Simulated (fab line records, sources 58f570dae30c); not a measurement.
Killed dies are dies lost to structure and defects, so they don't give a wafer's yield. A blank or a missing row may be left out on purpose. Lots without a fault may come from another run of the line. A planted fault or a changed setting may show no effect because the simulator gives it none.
fab line records | flow berkeley_cmos170
record lots=15 wafers=45 last_day=12
route steps=331 shown CONTACT@230
lots that met no fault: from a run of the same line without faults
start_h: hours from the record's first day to the start of the lot's first wafer shown | wait_h: hours since the lot's step before | " the same as in the row above | L1.1+2: a row that stands for several wafers | - no value, or no start given | * or withheld: withheld | < > ~ a bound
route shown NAME@n: a module of which the file shows steps, and the number in the route of the first | usual: mean/standard deviation of fault-free wafers | same: alike in all rows | chamber/n: place in a boat | sites: the reading at each site | _std_site: their standard deviation | _edge_site: outer sites' mean less inner sites' | radius_mm: how far each site lies from the wafer's centre | mask NAME#n: copy n | behind: the tool/chamber that last shaped the wafer | hold: why the lot was held/for how many hours/how that ended | device: the transistor (n, p or np) that didn't switch | end of line: the same wafers' tests at the end of the route | a step without rows: its recipe alone | killed: dies lost to structure and defects at the first sort, not the wafer's yield | map: a wafer's dies, x killed, . not, _ none there
set.NAME: the setting as run; set.NAME@STEP: as run at that earlier step | model.NAME: the simulator's own value behind a step, which no gauge read
steps of the route over a sample of lots; a table a step, a row a wafer
## steps
# step UCB170_CONTACT_DEVELOP_14
# recipe developer=TMAH develop_time_s=45 resist=KrF dev_temp_c=21
# usual chill_plate_temp_C=23.02/0.11 develop_time_s=45/0
# columns lot.wafer tool chamber start_h wait_h chill_plate_temp_C develop_time_s
L329.2 litho_track-03 0 130 - 23.25 45
L329.3 " 0 " " 23.06 45
L329.5 " 0 " " 23.06 45
L330.3 litho_track-03 0 143 - 23.15 45
L330.4 " 0 " " 23.07 45
L330.5 " 0 " " 23.11 45
L332.1 litho_track-01 0 154 - 22.91 45
L332.3 " 0 " " 22.84 45
L332.5 " 0 " " 22.95 45
L333.1 litho_track-01 0 155 - 23.12 45
L333.3 " 0 " " 23.09 45
L333.5 " 0 156 - 23.08 45
L331.2 litho_track-01 0 156 - 22.88 45
L331.3 " 0 " " 22.88 45
L331.5 " 0 " " 22.88 45
L338.3 litho_track-04 0 189 - 23.01 45
L338.4 " 0 " " 23.06 45
L338.6 " 0 " " 22.89 45
L341.1 litho_track-03 - 225 - - -
L341.2 " - " " - -
L341.4 " - " " - -
L343.1 litho_track-01 - 231 - - -
L343.2 " - " " - -
L343.3 " - " " - -
L345.1 litho_track-01 0 231 - 23.02 45
L345.3 " 0 " " 22.95 45
L345.4 " 0 " " 22.95 45
L346.1 litho_track-04 0 231 - 22.93 45
L346.4 " 0 " " 22.77 45
L346.6 " 0 " " 22.86 45
L342.2 litho_track-03 - 231 - - -
L342.3 " - " " - -
L342.4 " - " " - -
L344.1 litho_track-01 0 231 - 23.27 45
L344.2 " 0 " " 23.22 45
L344.5 " 0 " " 23.14 45
L349.1 litho_track-01 0 255 - 23.03 45
L349.2 " 0 " " 22.94 45
L349.3 " 0 " " 22.86 45
L350.1 litho_track-01 0 257 - 22.91 45
L350.5 " 0 " " 23.06 45
L350.6 " 0 " " 22.98 45
L351.3 litho_track-03 0 258 - 22.80 45
L351.4 " 0 " " 22.98 45
L351.5 " 0 " " 22.88 45
## key
first_sign step=UCB170_CONTACT_DEVELOP_14 reading=tool_record direction=missing
effect none on later readings
met_at UCB170_CONTACT_DEVELOP_14
struck_lots L341,L342,L343
later_rows_left_out L341.1,L341.2,L341.4,L342.2,L342.3,L342.4,L343.1,L343.2,L343.3
sort_left_out L341.1,L341.2,L341.4,L342.2,L342.3,L342.4,L343.1,L343.2,L343.3
tester_left_out L341,L342,L343
onset_between 156 225
fault kind=skipped_step_whole tool=litho_track-01,litho_track-03 chamber=- onset_h=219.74 steps=UCB170_CONTACT_DEVELOP_14 scope=struck_lots_only
# tester_left_out: of these lots the tester's yield and bins aren't shown, on N5 and GAA mostly nor the transistor test; their killed dies are dies lost to structure and defects alone, not to doping, threshold or leakage, so they don't give the yield
# sort_left_out: the simulated sort isn't trusted on such a fault, so these wafers' sort isn't shown, and their yield isn't known
# later_rows_left_out: the simulator's readings of these wafers behind a module that went badly wrong aren't trusted and aren't shown, but for the sort
